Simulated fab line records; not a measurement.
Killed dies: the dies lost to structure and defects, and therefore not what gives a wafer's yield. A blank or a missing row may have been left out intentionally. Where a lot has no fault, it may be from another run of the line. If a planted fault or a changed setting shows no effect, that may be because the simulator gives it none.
Which of the tools did it? -- flow berkeley cmos170 -- 9 lots, 27 wafers sampled, at 5 steps of a route of 331

## WHAT EACH GAUGE READ, for each wafer
UCB170_NWELL_OVL_MEAS_12. Usual: NWELL_OVL typically reads -3 nm, with standard deviation 6.3.
lot,measured,on,NWELL_OVL (nm),flag
L378,day 2 11:21,overlay-01,-5 -2 -4,
L379,day 2 11:37,overlay-02,3 -7 -2,
L380,day 2 20:02,overlay-02,-6 -13 -10,
L381,day 3 07:20,overlay-02,1 -3 -3,
L382,day 3 10:24,overlay-02,-4 2 11,
L383,day 3 15:22,overlay-01,-2 -11 -5,
L385,day 3 15:38,overlay-02,5 5 7,
L384,day 3 19:46,overlay-01,0 -15 -3,
L386,day 4 02:19,overlay-02,-2 -7 -13,

UCB170_PFIELD_TW_MEAS_09. Usual: PFIELD_TW typically reads 597, with standard deviation 5.
lot,measured,on,PFIELD_TW,flag
L378,day 4 16:22,film metro-02,592 596 590,
L379,day 4 16:26,film metro-01,601 603 598,
L380,day 5 04:17,film metro-03,598 595 600,
L381,day 5 15:23,film metro-02,588 589 592,
L382,day 5 15:38,film metro-01,606 604 605,
L383,day 5 21:45,film metro-01,1077 1081 1083 1074 1081 1084,OFF
L385,day 5 21:50,film metro-02,1057 1053 1048 1051 1055 1054,OFF
L384,day 6 04:43,film metro-01,1074 1074 1077 1074 1076 1074,OFF
L386,day 6 08:37,film metro-01,1074 1070 1075 1074 1070 1077,OFF

UCB170_FIELD_THK_MEAS_90. Usual: FIELD_OXIDE_LEFT_1_THK typically reads 435 nm, with standard deviation 9.8.
lot,measured,on,FIELD_OXIDE_LEFT_1_THK (nm),flag
L378,day 5 04:40,film metro-01,433 427 429,
L379,day 5 04:37,film metro-03,440 438 444,
L380,day 5 19:31,film metro-01,425 430 426,
L381,day 6 06:33,film metro-04,453 450 449,
L382,day 6 06:32,film metro-01,440 445 445,

## TOOL THAT RAN EACH LOT (tool first, then ch and the chambers of the sampled wafers, then the start)
lot,UCB170_PWELL_STRIP_16,UCB170_PFIELD_IMPLANT_07
L378,"plasma asher-03 ch 0,1, day 3 09:35","implanter-02 ch 0, day 4 16:07"
L379,"plasma asher-04 ch 0,1, day 3 09:44","implanter-03 ch 0, day 4 16:11"
L380,"plasma asher-01 ch 1, day 3 17:43","implanter-02 ch 0, day 5 04:04"
L381,"plasma asher-03 ch 0,1, day 4 03:21","implanter-03 ch 0, day 5 15:10"
L382,"plasma asher-01 ch 0,1, day 4 07:34","implanter-04 ch 0, day 5 15:23"
L383,"plasma asher-01 ch 0,1, day 4 11:16","implanter-04 ch 0, day 5 21:30"
L385,"plasma asher-03 ch 0,1, day 4 11:25","implanter-02 ch 0, day 5 21:38"
L384,"plasma asher-04 ch 0,1, day 4 20:08","implanter-02 ch 0, day 6 04:24"
L386,"plasma asher-03 ch 0,1, day 5 00:46","implanter-02 ch 0, day 6 08:22"
- UCB170_PWELL_STRIP_16: strips in O2.
- UCB170_PFIELD_IMPLANT_07

## WHAT THE TOOLS THEMSELVES READ (means of the sampled wafers that have a number; where no wafer has one, the mark that the record gives instead)
UCB170_PWELL_STRIP_16. Usual: drypump motor current A 5.7 A, standard deviation 0.63; oes product au 0.721 a.u., standard deviation 0.0046; strip time to endpoint s 18.12 s, standard deviation 0.082.
lot,tool,drypump motor current A (A),oes product au (a.u.),strip time to endpoint s (s),flag
L378,plasma asher-03,5.3,0.729,18.15,
L379,plasma asher-04,6.1,0.718,18.00,
L380,plasma asher-01,6.1,0.721,18.14,
L381,plasma asher-03,5.3,0.725,18.09,
L382,plasma asher-01,5.8,0.721,18.18,
L383,plasma asher-01,6.0,0.725,18.10,
L385,plasma asher-03,5.3,0.721,18.11,
L384,plasma asher-04,5.5,0.720,18.07,
L386,plasma asher-03,5.8,0.722,18.05,

## THE ANSWER, worked out from the rows above alone
Rule: a lot is off if the mean of its wafers that have a number lies more than 3 standard deviations from the usual mean. A lot without any number at a reading at which 4 lots or more have one is off too. Where the step has rows for the other lots, those lots are counted as sound. First the gauges in route order, then the tools' own readings, where a lot's mean is used as printed above. The first step at which some lot is off is used, and at that step the reading that is off furthest; a lot without a number counts as furthest.
Off: L383, L385, L384, L386, seen at UCB170_PFIELD_TW_MEAS_09 (PFIELD_TW).
A tool fits if, at a process step before that reading, it ran every lot that is off, and no sound lot after the first of them. Gauges at UCB170_PFIELD_TW_MEAS_09: tried the same way as those tools. Not one of the candidates tried fits.

## WHAT THE SIMULATOR HAD PUT IN
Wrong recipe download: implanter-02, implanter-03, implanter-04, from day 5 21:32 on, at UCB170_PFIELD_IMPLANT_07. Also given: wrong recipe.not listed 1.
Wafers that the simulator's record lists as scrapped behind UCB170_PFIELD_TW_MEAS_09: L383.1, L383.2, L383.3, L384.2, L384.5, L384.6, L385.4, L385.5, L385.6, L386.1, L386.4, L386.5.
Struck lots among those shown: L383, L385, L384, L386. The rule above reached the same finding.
